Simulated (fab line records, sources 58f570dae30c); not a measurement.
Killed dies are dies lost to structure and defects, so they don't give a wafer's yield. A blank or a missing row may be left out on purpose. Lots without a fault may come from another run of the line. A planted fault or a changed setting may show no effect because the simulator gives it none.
Tool commonality check | flow berkeley_cmos170 | 11 lots, 33 wafers sampled

WHY IT WAS OPENED
At UCB170_M2_RS_MEAS_02 the reading M2_AL_RS is flagged on 2 of 11 lots. Wafers without a fault read 0.0322 ohm/sq, standard deviation 0.00033.
Rule: a lot is flagged when every wafer of it that has a number lies more than 4 standard deviations from that mean, or none has a number. The other lots count as sound.

lot  | measured     | on            | M2_AL_RS (ohm/sq), wafer by wafer | flag
L110 | day 8 09:02  | film_metro-01 | 0.0324 0.0322 0.0325              |
L109 | day 8 12:32  | film_metro-04 | 0.0318 0.0316 0.0314              |
L111 | day 8 20:19  | film_metro-04 | 0.0326 0.0323 0.0325              |
L119 | day 11 04:20 | film_metro-04 | 0.0344 0.0348 0.0353              | FLAGGED
L121 | day 11 11:21 | film_metro-02 | 0.0346 0.0347 0.0345              | FLAGGED
L124 | day 11 11:38 | film_metro-01 | 0.0326 0.0328 0.0326              |
L125 | day 12 01:03 | film_metro-02 | 0.0319 0.0320 0.0324              |
L128 | day 12 14:53 | film_metro-01 | 0.0324 0.0322 0.0326              |
L129 | day 12 17:23 | film_metro-01 | 0.0324 0.0319 0.0322              |
L131 | day 13 08:03 | film_metro-01 | 0.0324 0.0317 0.0326              |
L132 | day 13 09:42 | film_metro-01 | 0.0320 0.0321 0.0324              |
The numbers of the flagged lots are 0.0347 ohm/sq on average: +0.0025 ohm/sq against the usual, or +8 standard deviations.

WHICH TOOL RAN EACH LOT
The record holds 2 process steps before the reading, out of a route of 331 steps. In each cell: the tool, then ch and the chambers that the sampled wafers went through, then the start.
lot  | flag    | UCB170_PWELL_STRIP_16               | UCB170_M2_SPUTTER_01
L110 |         | plasma_asher-01 ch 0,1, day 3 11:55 | pvd_sputter-03, day 8 08:56
L109 |         | plasma_asher-03 ch 0,1, day 3 12:03 | pvd_sputter-02, day 8 12:26
L111 |         | plasma_asher-03 ch 0,1, day 3 21:59 | pvd_sputter-02, day 8 20:13
L119 | FLAGGED | plasma_asher-02 ch 1, day 5 23:40   | pvd_sputter-02, day 11 04:14
L121 | FLAGGED | plasma_asher-03 ch 0,1, day 5 23:49 | pvd_sputter-02, day 11 11:16
L124 |         | plasma_asher-03 ch 0,1, day 6 09:34 | pvd_sputter-03, day 11 11:32
L125 |         | plasma_asher-03 ch 0,1, day 6 16:52 | pvd_sputter-04, day 12 00:58
L128 |         | plasma_asher-02 ch 0,1, day 7 07:26 | pvd_sputter-04, day 12 14:48
L129 |         | plasma_asher-01 ch 0,1, day 7 07:39 | pvd_sputter-03, day 12 17:18
L131 |         | plasma_asher-02 ch 0,1, day 8 08:23 | pvd_sputter-03, day 13 07:58
L132 |         | plasma_asher-01 ch 0,1, day 8 08:44 | pvd_sputter-04, day 13 09:35
What these steps do:
- UCB170_PWELL_STRIP_16: strips in O2.
- UCB170_M2_SPUTTER_01: material Al, target thk 900 nm, time 120 s.
- UCB170_M2_RS_MEAS_02: measures by four-point-probe.

FLAGGED OVER TOTAL, TOOL BY TOOL (the gauges that took the reading come last)
step                  | tool            | lots run | flagged | share of the flagged lots | sound lots run after its first flagged lot
UCB170_PWELL_STRIP_16 | plasma_asher-01 | 3        | 0       | none                      | -
UCB170_PWELL_STRIP_16 | plasma_asher-02 | 3        | 1       | some                      | 2 (L128,L131)
UCB170_PWELL_STRIP_16 | plasma_asher-03 | 5        | 1       | some                      | 2 (L124,L125)
UCB170_M2_SPUTTER_01  | pvd_sputter-02  | 4        | 2       | all                       | 0
UCB170_M2_SPUTTER_01  | pvd_sputter-03  | 4        | 0       | none                      | -
UCB170_M2_SPUTTER_01  | pvd_sputter-04  | 3        | 0       | none                      | -
UCB170_M2_RS_MEAS_02  | film_metro-01   | 6        | 0       | none                      | -
UCB170_M2_RS_MEAS_02  | film_metro-02   | 2        | 1       | some                      | 1 (L125)
UCB170_M2_RS_MEAS_02  | film_metro-04   | 3        | 1       | some                      | 0

WHAT THE TABLE ALLOWS
1 row of the table ran every flagged lot: pvd_sputter-02 at UCB170_M2_SPUTTER_01.
- pvd_sputter-02 at UCB170_M2_SPUTTER_01: 2 of its 4 lots flagged. Its last sound lot is L111 (day 8 20:13), its first flagged lot L119 (day 11 04:14): a fault that began between those two fits. Its own readings lie more than 4 standard deviations out on every wafer of the flagged lots: chamber_pressure_pa.
One tool is left: pvd_sputter-02 at UCB170_M2_SPUTTER_01.

WHAT THE SIMULATOR HAD PUT IN
Process parameter drift: pvd_sputter-02, from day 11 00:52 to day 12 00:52, at UCB170_M2_SPUTTER_01. Setting chamber_pressure_pa, moved by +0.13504, from 0.5. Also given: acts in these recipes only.
Lots struck among those shown: L119, L121. The rule above found the same.
